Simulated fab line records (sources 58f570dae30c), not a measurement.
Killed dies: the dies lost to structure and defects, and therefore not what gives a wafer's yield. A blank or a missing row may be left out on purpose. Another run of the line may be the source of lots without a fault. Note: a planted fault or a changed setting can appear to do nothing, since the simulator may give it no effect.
fab line records	flow berkeley_cmos170	part 1 of 2: steps 1 to 33 of 47
record lots=5	wafers=15	last_day=11
route steps=331 shown ACTIVE@68 PFIELD@79 FIELD@89 SACOX@97 SCREENOX@100 NVT@104
lots with no fault: from the same line, run without faults
start_h: hours from the record's opening day to when the first of the lot's shown wafers began	wait_h: hours from the lot's prior step to this one	" repeats the value in the row above	L1.1+2: several wafers, shown together as one row	- either no value or no given start	* or withheld: withheld	< > ~ a bound
route shown NAME@n: names a module that has steps shown in the file, with the first one's number in the route	usual: the fault-free wafers' mean and standard deviation	same: alike in all rows	chamber/n: place in a boat	sites: per-site readings	_std_site: standard deviation across them	_edge_site: outer sites' mean less inner sites'	radius_mm: for every site, how far away it sits from the centre of the wafer	mask NAME#n: copy n	behind: the most recent tool/chamber to have shaped the wafer	hold: what put the lot on hold/how long, in hours/how the hold closed	device: whichever transistor did not switch (one of n, p or np)	end of line: at the end of the route, the tests of the same wafers	a step with no rows: only its recipe	killed: at the first sort, the dies lost to defects and structure; wafer yield is something else	map: per-die view of a wafer (x killed, . not killed, _ where there is no die)
set.NAME: the setting the step ran with; set.NAME@STEP: the setting that earlier step ran with	model.NAME: the simulator's own value behind a step, which no gauge read
lots seen at some steps along the route; tables by step, rows by wafer
services: the hour from which a tool's chamber was out of use, counted from the record's first day as start_h (under 0 if before that day), plus the number of hours and why
## steps
# step UCB170_ACTIVE_COAT_08
# recipe resist=KrF	spin_rpm=1500	resist_thk_nm=900
lot.wafer	tool	chamber	start_h	wait_h
L075.1+2+3	litho_track-02	0	79.68	0.1
L078.2+5+6	litho_track-02	0	100.09	0.1
L080.2+3+4	litho_track-03	0	105.99	0.1
L083.1+3+6	litho_track-03	0	132.19	0.1
L096.1+3+6	litho_track-03	0	187.66	0.1
# step UCB170_ACTIVE_SOFTBAKE_09
# recipe resist=KrF	temp_c=130	time_s=60
lot.wafer	tool	chamber	start_h	wait_h
L075.1+2+3	litho_track-02	0	79.83	0.1
L078.2+5+6	litho_track-02	0	100.24	0.1
L080.2+3+4	litho_track-03	0	106.14	0.1
L083.1+3+6	litho_track-03	0	132.34	0.1
L096.1+3+6	litho_track-03	0	187.81	0.1
# step UCB170_ACTIVE_EXPOSE_10
# recipe mask_id=ACTIVE	target_cd_nm=1200	na=0.5	sigma_outer=0.6	source_shape=conventional	dose_mj=20
lot.wafer	tool	chamber	start_h	wait_h	mask
L075.1+2+3	krf_scanner-01	0	79.98	0.1	ACTIVE#0
L078.2+5+6	krf_scanner-02	0	100.38	0.1	ACTIVE#0
L080.2+3+4	krf_scanner-02	0	106.36	0.2	ACTIVE#0
L083.1+3+6	krf_scanner-02	0	132.53	0.2	ACTIVE#0
L096.1+3+6	krf_scanner-02	0	187.96	0.1	ACTIVE#0
# step UCB170_ACTIVE_PEB_11
# recipe peb_temp_c=130	peb_time_s=withheld	resist=KrF
lot.wafer	tool	chamber	start_h	wait_h
L075.1+2+3	litho_track-03	0	80.19	0.2
L078.2+5+6	litho_track-02	0	100.84	0.4
L080.2+3+4	litho_track-01	0	106.52	0.1
L083.1+3+6	litho_track-01	0	133.30	0.8
L096.1+3+6	litho_track-02	0	188.08	0.1
# step UCB170_ACTIVE_DEVELOP_12
# recipe developer=TMAH	develop_time_s=45	resist=KrF	dev_temp_c=21
lot.wafer	tool	chamber	start_h	wait_h
L075.1+2+3	litho_track-03	0	-	-
L078.2+5+6	litho_track-02	0	-	-
L080.2+3+4	litho_track-01	0	-	-
L083.1+3+6	litho_track-01	0	-	-
L096.1+3+6	litho_track-02	0	-	-
# step UCB170_ACTIVE_CD_MEAS_13
# recipe target_cd_nm=1200
# usual cd_nm=1200.0/1.3
lot.wafer	tool	chamber	start_h	wait_h	cd_nm
L075.1	cd_sem-01	-	80.47	-	1200.5
L075.2	"	-	"	"	1198.2
L075.3	"	-	"	"	1200.4
L078.2	cd_sem-01	-	101.11	-	1202.9
L078.5	"	-	"	"	1203.1
L078.6	"	-	"	"	1202.6
L080.2	cd_sem-02	-	106.79	-	1200.8
L080.3	"	-	"	"	1200.8
L080.4	"	-	"	"	1202.4
L083.1	cd_sem-01	-	133.58	-	1203.2
L083.3	"	-	"	"	1202.2
L083.6	"	-	"	"	1202.6
L096.1	cd_sem-02	-	188.35	-	1200.2
L096.3	"	-	"	"	1199.9
L096.6	"	-	"	"	1199.8
# step UCB170_ACTIVE_OVL_MEAS_14
# usual ACTIVE_OVL=-3/5.9
lot.wafer	tool	chamber	start_h	wait_h	ACTIVE_OVL[nm]
L075.1	overlay-02	-	80.59	0.1	2
L075.2	"	-	"	"	5
L075.3	"	-	"	"	-1
L078.2	overlay-02	-	101.21	0.1	1
L078.5	"	-	"	"	1
L078.6	"	-	"	"	12
L080.2	overlay-02	-	106.90	0.1	-7
L080.3	"	-	"	"	-8
L080.4	"	-	"	"	-7
L083.1	overlay-01	-	133.70	0.1	-8
L083.3	"	-	"	"	-10
L083.6	"	-	"	"	-11
L096.1	overlay-01	-	188.47	0.1	3
L096.3	"	-	"	"	-1
L096.6	"	-	"	"	3
# step UCB170_ACTIVE_ETCH_15
# recipe chemistry=CH3F/Ar/O2	target=Si3N4	stop_on=SiO2	CH3F_flow_sccm=20	Ar_flow_sccm=50	O2_flow_sccm=7	pressure_mtorr=50	rf_w=450	target_depth_a=2420	over_etch_frac=0.1	time_s=151
# usual drypump_motor_current_A=5.4/0.48	oes_product_au=0.938/0.015	throttle_valve_pct=8.06/0.13
lot.wafer	tool	chamber	start_h	wait_h	drypump_motor_current_A	oes_product_au	rf_hours_counter_h	throttle_valve_pct
L075.1	rie_diel-03	3	80.63	0.0	4.7	0.909	16	8.32
L075.2	"	2	"	"	5.6	0.931	125	8.17
L075.3	"	1	"	"	5.7	0.946	4	8.03
L078.2	rie_diel-01	2	101.24	0.0	5.0	0.928	31	8.02
L078.5	"	0	"	"	5.0	0.921	-	8.01
L078.6	"	3	"	"	5.5	0.960	-	8.18
L080.2	rie_diel-01	2	106.93	0.0	5.0	0.923	31	8.01
L080.3	"	0	"	"	5.0	0.930	126	8.00
L080.4	"	3	"	"	5.5	0.953	134	8.18
L083.1	rie_diel-01	0	133.73	0.0	5.0	0.914	127	8.00
L083.3	"	1	"	"	6.4	0.949	106	7.92
L083.6	"	2	"	"	5.1	0.918	-	8.03
L096.1	rie_diel-02	3	188.51	0.0	5.1	0.934	140	7.94
L096.3	"	0	"	"	6.0	0.943	5	8.02
L096.6	"	2	"	"	5.1	0.948	-	8.00
# step UCB170_ACTIVE_STRIP_16
# recipe chemistry=O2	power_w=400	pressure_mtorr=3500	platen_temp_c=withheld	o2_flow_sccm=400	overash_fraction=0.5
# usual drypump_motor_current_A=5.46/0.26	oes_product_au=0.721/0.0047	strip_time_to_endpoint_s=18.09/0.1
lot.wafer	tool	chamber	start_h	wait_h	drypump_motor_current_A	oes_product_au	rf_hours_counter_h	strip_time_to_endpoint_s
L075.1	plasma_asher-03	1	80.73	0.1	5.52	0.711	35	18.18
L075.2	"	0	"	"	5.17	0.725	35	18.14
L075.3	"	1	"	"	5.50	0.722	-	18.06
L078.2	plasma_asher-03	1	101.34	0.1	5.53	0.727	37	18.03
L078.5	"	1	"	"	5.53	0.716	-	18.14
L078.6	"	0	"	"	5.15	0.726	-	18.08
L080.2	plasma_asher-03	0	107.03	0.1	5.21	0.722	37	18.00
L080.3	"	1	"	"	5.49	0.719	-	18.12
L080.4	"	0	"	"	5.17	0.726	-	18.05
L083.1	plasma_asher-03	1	133.83	0.1	5.50	0.718	41	18.10
L083.3	"	0	"	"	5.18	0.718	-	18.01
L083.6	"	1	"	"	5.50	0.721	-	18.21
L096.1	plasma_asher-01	0	188.61	0.1	5.65	0.726	51	18.08
L096.3	"	0	"	"	5.66	0.720	-	18.27
L096.6	"	0	"	"	5.68	0.719	-	18.16
# step UCB170_ACTIVE_CD_MEAS_90
# recipe target_cd_nm=1200
# usual cd_nm=1199.9/1.4
lot.wafer	tool	chamber	start_h	wait_h	cd_nm
L075.1	cd_sem-01	-	80.98	0.2	1200.0
L075.2	"	-	"	"	1198.3
L075.3	"	-	"	"	1200.1
L078.2	cd_sem-01	-	101.46	0.1	1203.0
L078.5	"	-	"	"	1202.0
L078.6	"	-	"	"	1202.7
L080.2	cd_sem-02	-	107.15	0.1	1200.0
L080.3	"	-	"	"	1200.4
L080.4	"	-	"	"	1202.2
L083.1	cd_sem-01	-	133.93	0.1	1203.1
L083.3	"	-	"	"	1201.8
L083.6	"	-	"	"	1201.9
L096.1	cd_sem-02	-	188.71	0.1	1200.7
L096.3	"	-	"	"	1200.1
L096.6	"	-	"	"	1199.8
# step UCB170_ACTIVE_CLEAN_17
# recipe chemistry=SPM	temp_c=120	time_s=600
# usual bath_guard_temp_C=119.6/0.49
lot.wafer	tool	chamber	start_h	wait_h	bath_guard_temp_C
L075.1	wet_bench-01	2	81.10	0.1	119.6
L075.2	"	2	"	"	119.8
L075.3	"	2	"	"	119.5
L078.2	wet_bench-01	3	101.56	0.1	119.3
L078.5	"	3	"	"	119.2
L078.6	"	3	"	"	118.8
L080.2	wet_bench-03	1	109.98	2.8	119.2
L080.3	"	1	"	"	119.2
L080.4	"	1	"	"	118.9
L083.1	wet_bench-03	3	134.05	0.1	119.8
L083.3	"	3	"	"	120.0
L083.6	"	3	"	"	120.1
L096.1	wet_bench-03	1	191.59	2.9	119.4
L096.3	"	1	"	"	119.2
L096.6	"	1	"	"	119.2
# step UCB170_PFIELD_HMDS_00
# recipe prime_time_s=60	prime_temp_c=100
lot.wafer	tool	chamber	start_h	wait_h
L075.1+2+3	litho_track-01	0	81.28	0.0
L078.2+5+6	litho_track-01	0	102.09	0.4
L080.2+3+4	litho_track-04	0	110.59	0.4
L083.1+3+6	litho_track-04	0	134.91	0.7
L096.1+3+6	litho_track-01	0	191.76	0.0
# step UCB170_PFIELD_COAT_01
# recipe resist=KrF	spin_rpm=1500	resist_thk_nm=900
lot.wafer	tool	chamber	start_h	wait_h
L075.1+2+3	litho_track-01	0	81.43	0.1
L078.2+5+6	litho_track-01	0	102.24	0.1
L080.2+3+4	litho_track-04	0	110.74	0.1
L083.1+3+6	litho_track-04	0	135.06	0.1
L096.1+3+6	litho_track-01	0	191.91	0.1
# step UCB170_PFIELD_SOFTBAKE_02
# recipe resist=KrF	temp_c=130	time_s=60
lot.wafer	tool	chamber	start_h	wait_h
L075.1+2+3	litho_track-01	0	81.58	0.1
L078.2+5+6	litho_track-01	0	102.39	0.1
L080.2+3+4	litho_track-04	0	110.89	0.1
L083.1+3+6	litho_track-04	0	135.21	0.1
L096.1+3+6	litho_track-01	0	192.06	0.1
# step UCB170_PFIELD_EXPOSE_03
# recipe mask_id=PFIELD	na=0.5	sigma_outer=0.6	source_shape=conventional	target_cd_nm=1500	dose_mj=30
lot.wafer	tool	chamber	start_h	wait_h	mask
L075.1+2+3	krf_scanner-01	0	81.85	0.2	PFIELD#0
L078.2+5+6	krf_scanner-02	0	102.63	0.2	PFIELD#0
L080.2+3+4	krf_scanner-02	0	111.07	0.2	PFIELD#0
L083.1+3+6	krf_scanner-02	0	135.43	0.2	PFIELD#0
L096.1+3+6	krf_scanner-02	0	192.21	0.1	PFIELD#0
# step UCB170_PFIELD_PEB_04
# recipe peb_temp_c=130	peb_time_s=withheld	resist=KrF
lot.wafer	tool	chamber	start_h	wait_h
L075.1+2+3	litho_track-02	0	82.33	0.5
L078.2+5+6	litho_track-02	0	103.28	0.6
L080.2+3+4	litho_track-04	0	111.76	0.7
L083.1+3+6	litho_track-02	0	135.92	0.5
L096.1+3+6	litho_track-04	0	192.33	0.1
# step UCB170_PFIELD_DEVELOP_05
# recipe developer=TMAH	develop_time_s=45	resist=KrF	dev_temp_c=21
lot.wafer	tool	chamber	start_h	wait_h
L075.1+2+3	litho_track-02	0	-	-
L078.2+5+6	litho_track-02	0	-	-
L080.2+3+4	litho_track-04	0	-	-
L083.1+3+6	litho_track-02	0	-	-
L096.1+3+6	litho_track-04	0	-	-
# step UCB170_PFIELD_OVL_MEAS_06
# usual PFIELD_OVL=-4/4.9
lot.wafer	tool	chamber	start_h	wait_h	PFIELD_OVL[nm]
L075.1	overlay-02	-	82.61	-	-3
L075.2	"	-	"	"	-2
L075.3	"	-	"	"	0
L078.2	overlay-01	-	103.54	-	-3
L078.5	"	-	"	"	-7
L078.6	"	-	"	"	-7
L080.2	overlay-01	-	112.02	-	-9
L080.3	"	-	"	"	-1
L080.4	"	-	"	"	1
L083.1	overlay-02	-	136.19	-	5
L083.3	"	-	"	"	3
L083.6	"	-	"	"	-4
L096.1	overlay-01	-	192.61	-	-8
L096.3	"	-	"	"	-4
L096.6	"	-	"	"	-6
# step UCB170_PFIELD_IMPLANT_07
# recipe species=B	dose_cm2=2e+13	energy_kev=80	tilt_deg=7
lot.wafer	tool	chamber	start_h	wait_h
L075.1+2+3	implanter-03	0	82.64	0.0
L078.2+5+6	implanter-03	0	103.60	0.0
L080.2+3+4	implanter-04	0	112.08	0.0
L083.1+3+6	implanter-04	0	136.23	0.0
L096.1+3+6	implanter-03	0	192.64	0.0
# step UCB170_PFIELD_STRIP_08
# recipe chemistry=O2	power_w=400	pressure_mtorr=3500	platen_temp_c=withheld	o2_flow_sccm=400	overash_fraction=0.5
# usual drypump_motor_current_A=5.52/0.3	oes_product_au=0.734/0.0042	strip_time_to_endpoint_s=21.66/0.06
lot.wafer	tool	chamber	start_h	wait_h	drypump_motor_current_A	oes_product_au	rf_hours_counter_h	strip_time_to_endpoint_s
L075.1	plasma_asher-03	0	82.79	0.1	5.19	0.728	35	21.62
L075.2	"	1	"	"	5.53	0.730	35	21.63
L075.3	"	1	"	"	5.51	0.733	-	21.58
L078.2	plasma_asher-01	0	103.72	0.1	5.68	0.736	40	21.62
L078.5	"	1	"	"	5.25	0.731	-	21.72
L078.6	"	0	"	"	5.72	0.736	-	21.76
L080.2	plasma_asher-01	0	112.20	0.1	5.71	0.737	41	21.66
L080.3	"	1	"	"	5.26	0.738	-	21.65
L080.4	"	0	"	"	5.71	0.733	-	21.65
L083.1	plasma_asher-01	0	136.38	0.1	5.70	0.733	45	21.61
L083.3	"	1	"	"	5.24	0.730	-	21.58
L083.6	"	1	"	"	5.25	0.739	-	21.58
L096.1	plasma_asher-01	1	192.79	0.1	5.25	0.729	51	21.62
L096.3	"	0	"	"	5.71	0.738	-	21.61
L096.6	"	1	"	"	5.26	0.727	-	21.59
# step UCB170_PFIELD_TW_MEAS_09
# usual PFIELD_TW=597/4
lot.wafer	tool	chamber	start_h	wait_h	PFIELD_TW
L075.1	film_metro-02	-	82.89	0.1	600
L075.2	"	-	"	"	601
L075.3	"	-	"	"	600
L078.2	film_metro-03	-	103.83	0.1	602
L078.5	"	-	"	"	598
L078.6	"	-	"	"	598
L080.2	film_metro-02	-	112.31	0.1	603
L080.3	"	-	"	"	600
L080.4	"	-	"	"	601
L083.1	film_metro-02	-	136.48	0.1	601
L083.3	"	-	"	"	601
L083.6	"	-	"	"	602
L096.1	film_metro-02	-	192.89	0.1	588
L096.3	"	-	"	"	589
L096.6	"	-	"	"	589
# step UCB170_FIELD_CLEAN_00
# recipe chemistry=dHF	dilution=25:1	time_s=7.5
lot.wafer	tool	chamber	start_h	wait_h
L075.1+2+3	wet_bench-01	0	82.95	0.1
L078.2+5+6	wet_bench-01	0	103.88	0.0
L080.2+3+4	wet_bench-02	2	112.36	0.0
L083.1+3+6	wet_bench-02	3	136.54	0.1
L096.1+3+6	wet_bench-03	1	196.02	3.1
# step UCB170_FIELD_OXIDATION_01
# recipe temp_c=1000	ambient=H2O	p_h2o_torr=584.62	target_thk_a=5583	ox_time_s=7200
# usual ox_temp_c=1000.1/0.41
lot.wafer	tool	chamber	start_h	wait_h	ox_temp_c
L075.1	furnace-04	0	86.14	3.2	1000.5
L075.2	"	0	"	"	1000.6
L075.3	"	0	"	"	1000.7
L078.2	furnace-04	0	105.66	1.8	1000.4
L078.5	"	0	"	"	999.4
L078.6	"	0	"	"	1000.0
L080.2	furnace-03	0	114.76	2.4	1000.0
L080.3	"	0	"	"	999.9
L080.4	"	0	"	"	999.1
L083.1	furnace-03	0	138.72	2.2	999.8
L083.3	"	0	"	"	1000.0
L083.6	"	0	"	"	999.7
L096.1	furnace-04	0	196.72	0.7	999.9
L096.3	"	0	"	"	999.9
L096.6	"	0	"	"	1000.3
# step UCB170_FIELD_THK_MEAS_02
# recipe reads=SiO2_of_FIELD_OXIDATION_01
# usual FIELD_OXIDE_THK=556/12
lot.wafer	tool	chamber	start_h	wait_h	FIELD_OXIDE_THK[nm]
L075.1	film_metro-02	-	89.14	0.0	552
L075.2	"	-	"	"	562
L075.3	"	-	"	"	558
L078.2	film_metro-02	-	108.67	0.0	581
L078.5	"	-	"	"	584
L078.6	"	-	"	"	584
L080.2	film_metro-02	-	117.77	0.0	575
L080.3	"	-	"	"	568
L080.4	"	-	"	"	556
L083.1	film_metro-04	-	141.73	0.0	581
L083.3	"	-	"	"	564
L083.6	"	-	"	"	573
L096.1	film_metro-04	-	199.72	0.0	553
L096.3	"	-	"	"	551
L096.6	"	-	"	"	547
# step UCB170_FIELD_ANNEAL_03
# recipe temp_c=1000	time_s=1200	ambient=N2
lot.wafer	tool	chamber	start_h	wait_h
L075.1+2+3	furnace-03	0	89.62	0.5
L078.2+5+6	furnace-03	0	110.67	2.0
L080.2+3+4	furnace-03	0	119.11	1.3
L083.1+3+6	furnace-03	0	144.72	3.0
L096.1+3+6	furnace-01	0	201.44	1.7
# step UCB170_FIELD_WET_ETCH_04
# recipe chemistry=dHF	dilution=10:1	target=SiO2	temp_c=25	time_s=60
lot.wafer	tool	chamber	start_h	wait_h
L075.1+2+3	wet_bench-02	3	90.96	0.0
L078.2+5+6	wet_bench-03	1	112.01	0.0
L080.2+3+4	wet_bench-03	0	120.44	0.0
L083.1+3+6	wet_bench-01	1	146.06	0.0
L096.1+3+6	wet_bench-02	0	202.77	0.0
# step UCB170_FIELD_WET_ETCH_05
# recipe chemistry=H3PO4	target=Si3N4	temp_c=160	time_s=12600
# usual bath_guard_temp_C=159.8/0.4
lot.wafer	tool	chamber	start_h	wait_h	bath_guard_temp_C
L075.1	wet_bench-03	3	90.98	0.0	159.8
L075.2	"	3	"	"	159.7
L075.3	"	3	"	"	160.0
L078.2	wet_bench-03	0	112.03	0.0	159.8
L078.5	"	0	"	"	159.6
L078.6	"	0	"	"	160.0
L080.2	wet_bench-03	0	120.47	0.0	159.4
L080.3	"	0	"	"	160.1
L080.4	"	0	"	"	160.0
L083.1	wet_bench-01	3	146.08	0.0	159.3
L083.3	"	3	"	"	159.2
L083.6	"	3	"	"	159.2
L096.1	wet_bench-02	0	202.80	0.0	159.5
L096.3	"	0	"	"	159.6
L096.6	"	0	"	"	159.5
# step UCB170_FIELD_WET_ETCH_06
# recipe chemistry=BOE	dilution=5:1	target=SiO2	temp_c=25	time_s=22
lot.wafer	tool	chamber	start_h	wait_h
L075.1+2+3	wet_bench-02	1	94.49	0.0
L078.2+5+6	wet_bench-02	1	115.86	0.0
L080.2+3+4	wet_bench-01	2	124.30	0.0
L083.1+3+6	wet_bench-02	1	149.66	0.1
L096.1+3+6	wet_bench-02	1	206.30	0.0
# step UCB170_FIELD_THK_MEAS_90
# recipe reads=SiO2_of_FIELD_OXIDATION_01
# usual FIELD_OXIDE_LEFT_1_THK=440/11
lot.wafer	tool	chamber	start_h	wait_h	FIELD_OXIDE_LEFT_1_THK[nm]
L075.1	film_metro-04	-	94.51	0.0	436
L075.2	"	-	"	"	446
L075.3	"	-	"	"	442
L078.2	film_metro-01	-	115.89	0.0	464
L078.5	"	-	"	"	467
L078.6	"	-	"	"	466
L080.2	film_metro-02	-	124.32	0.0	457
L080.3	"	-	"	"	451
L080.4	"	-	"	"	439
L083.1	film_metro-04	-	149.75	0.1	465
L083.3	"	-	"	"	448
L083.6	"	-	"	"	456
L096.1	film_metro-04	-	206.32	0.0	436
L096.3	"	-	"	"	436
L096.6	"	-	"	"	431
# step UCB170_SACOX_CLEAN_00
# recipe chemistry=dHF	dilution=25:1	time_s=7.5
lot.wafer	tool	chamber	start_h	wait_h
L075.1+2+3	wet_bench-02	2	94.57	0.1
L078.2+5+6	wet_bench-01	2	115.94	0.0
L080.2+3+4	wet_bench-02	2	124.37	0.0
L083.1+3+6	wet_bench-02	0	149.88	0.1
L096.1+3+6	wet_bench-02	3	206.38	0.1
# step UCB170_SACOX_OXIDATION_01
# recipe temp_c=900	ambient=O2	target_thk_a=144	ox_time_s=2400
# usual ox_temp_c=899.9/0.37
lot.wafer	tool	chamber	start_h	wait_h	ox_temp_c
L075.1	furnace-04	0	96.22	1.6	900.4
L075.2	"	0	"	"	900.2
L075.3	"	0	"	"	899.7
L078.2	furnace-02	0	119.55	3.6	899.6
L078.5	"	0	"	"	900.1
L078.6	"	0	"	"	899.8
L080.2	furnace-04	0	125.44	1.1	900.1
L080.3	"	0	"	"	899.9
L080.4	"	0	"	"	900.1
L083.1	furnace-02	0	151.45	1.6	899.5
L083.3	"	0	"	"	900.4
L083.6	"	0	"	"	900.6
L096.1	furnace-02	0	209.79	3.4	899.6
L096.3	"	0	"	"	899.4
L096.6	"	0	"	"	900.2
# step UCB170_SACOX_THK_MEAS_02
# recipe reads=SiO2_of_SACOX_OXIDATION_01
# usual SACOX_OXIDE_THK=14.32/0.25
lot.wafer	tool	chamber	start_h	wait_h	SACOX_OXIDE_THK[nm]
L075.1	film_metro-02	-	97.89	0.0	14.77
L075.2	"	-	"	"	14.58
L075.3	"	-	"	"	14.70
L078.2	film_metro-02	-	121.23	0.0	14.11
L078.5	"	-	"	"	13.94
L078.6	"	-	"	"	14.23
L080.2	film_metro-04	-	127.12	0.0	14.24
L080.3	"	-	"	"	13.92
L080.4	"	-	"	"	14.28
L083.1	film_metro-04	-	153.18	0.1	14.09
L083.3	"	-	"	"	14.25
L083.6	"	-	"	"	14.10
L096.1	film_metro-03	-	211.46	0.0	14.10
L096.3	"	-	"	"	14.30
L096.6	"	-	"	"	14.24
# step UCB170_SCREENOX_WET_ETCH_00
# recipe chemistry=dHF	dilution=25:1	target=SiO2	temp_c=25	time_s=200
lot.wafer	tool	chamber	start_h	wait_h
L075.1+2+3	wet_bench-02	0	98.01	0.1
L078.2+5+6	wet_bench-02	2	121.28	0.0
L080.2+3+4	wet_bench-02	0	127.17	0.0
L083.1+3+6	wet_bench-02	1	153.24	0.1
L096.1+3+6	wet_bench-02	0	211.52	0.1
